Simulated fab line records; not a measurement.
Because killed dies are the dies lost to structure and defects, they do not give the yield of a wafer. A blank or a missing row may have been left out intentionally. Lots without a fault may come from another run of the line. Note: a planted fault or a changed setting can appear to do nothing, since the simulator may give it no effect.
Split-lot experiment | flow berkeleyCmos170 | route with 331 steps; 5 lots, 23 wafers read

== THE SPLIT ==
At UCB170_NLDD_IMPLANT_08, the setting energyKev was moved away from the recipe's 30 on 7 of the 23 wafers read, by +3.1% to +5.2%. For the rest of the wafers, this setting stayed at what the recipe calls for.

The split's own step is where the reading is taken.

== THE READING ==
implant.drpNm (the simulator's own value, which no gauge read), in nm, at UCB170_NLDD_IMPLANT_08. There is no usual value for it anywhere in the file.

wafer  | tool, chamber at the split | energyKev as run | against the recipe | implant.drpNm, nm | against lot-mates on the recipe
L076.1 | implanter-03, 0            | 30               | recipe             | 9.611             | -
L076.3 | implanter-03, 0            | 30               | recipe             | 9.611             | -
L076.4 | implanter-03, 0            | 30               | recipe             | 9.611             | -
L076.5 | implanter-03, 0            | 30               | recipe             | 9.611             | -
L076.6 | implanter-03, 0            | 30               | recipe             | 9.611             | -
L075.2 | implanter-01, 0            | 30               | recipe             | 9.611             | -
L075.4 | implanter-01, 0            | 30               | recipe             | 9.611             | -
L075.6 | implanter-01, 0            | 30               | recipe             | 9.611             | -
L075.3 | implanter-01, 0            | 31.55            | +5.2%              | 9.973             | +0.362
L075.5 | implanter-01, 0            | 31.55            | +5.2%              | 9.973             | +0.362
L077.1 | implanter-02, 0            | 30               | recipe             | 9.611             | -
L077.2 | implanter-02, 0            | 30               | recipe             | 9.611             | -
L077.4 | implanter-02, 0            | 30               | recipe             | 9.611             | -
L077.3 | implanter-02, 0            | 31.39            | +4.6%              | 9.936             | +0.325
L077.6 | implanter-02, 0            | 31.39            | +4.6%              | 9.936             | +0.325
L078.1 | implanter-03, 0            | 30               | recipe             | 9.611             | -
L078.4 | implanter-03, 0            | 30               | recipe             | 9.611             | -
L078.2 | implanter-03, 0            | 30.92            | +3.1%              | 9.826             | +0.215
L078.5 | implanter-03, 0            | 30.92            | +3.1%              | 9.826             | +0.215
L078.6 | implanter-03, 0            | 30.92            | +3.1%              | 9.826             | +0.215
L085.3 | implanter-02, 0            | 30               | recipe             | 9.611             | -
L085.4 | implanter-02, 0            | 30               | recipe             | 9.611             | -
L085.5 | implanter-02, 0            | 30               | recipe             | 9.611             | -

THE FIT
A straight line over all 23 wafers: implant.drpNm changes by +0.0701 nm for each +1% of energyKev; r = +1.00; the points scatter about the line by 8.5e-05 nm.
The same after taking each lot's own level away (the mean of its wafers on the recipe; 23 wafers): +0.0701 nm for each +1%; r = +1.00; scatter 8.5e-05 nm.
The reading moves by 0.36 nm for the largest change in energyKev, on that fit.
The lots' own levels span 9.6110 to 9.6110 nm.
So the lot-to-lot level changes the slope little: the two slopes agree.
Check: for one of the wafers moved furthest among these (+5.2%), held out of the fit, the line's prediction against its lot-mates is +0.362 nm. Against them it came out at +0.362 nm.

== FURTHER SPLITS ON THESE WAFERS ==
Note: prior to the reading, these wafers also went through further splits. Each is held against what the fit with the lots' levels taken away leaves over:
other split on the same wafers | wafers away from the commonest value | r with implant.drpNm (lot level and that fit taken away)
UCB170_GATE_PEB_10 pebTempC    | 10                                   | -0.34
UCB170_PLDD_IMPLANT_09 doseCm2 | 7                                    | -0.25

== THE WHOLE CHAIN: every reading that the file lists as answering this split, in the file's order ==
step                   | what it does | reading                                                        | change (the file's fit)                | r (the file's)
UCB170_NLDD_IMPLANT_08 |              | implant.rpNm (the simulator's own value, which no gauge read)  | +0.161 nm for each +1% of the setting  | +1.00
UCB170_NLDD_IMPLANT_08 |              | implant.drpNm (the simulator's own value, which no gauge read) | +0.0702 nm for each +1% of the setting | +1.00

== THE FILE'S OWN FIT ==
implant.drpNm changes by +0.0702 nm for each +1% of energyKev, r = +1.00.
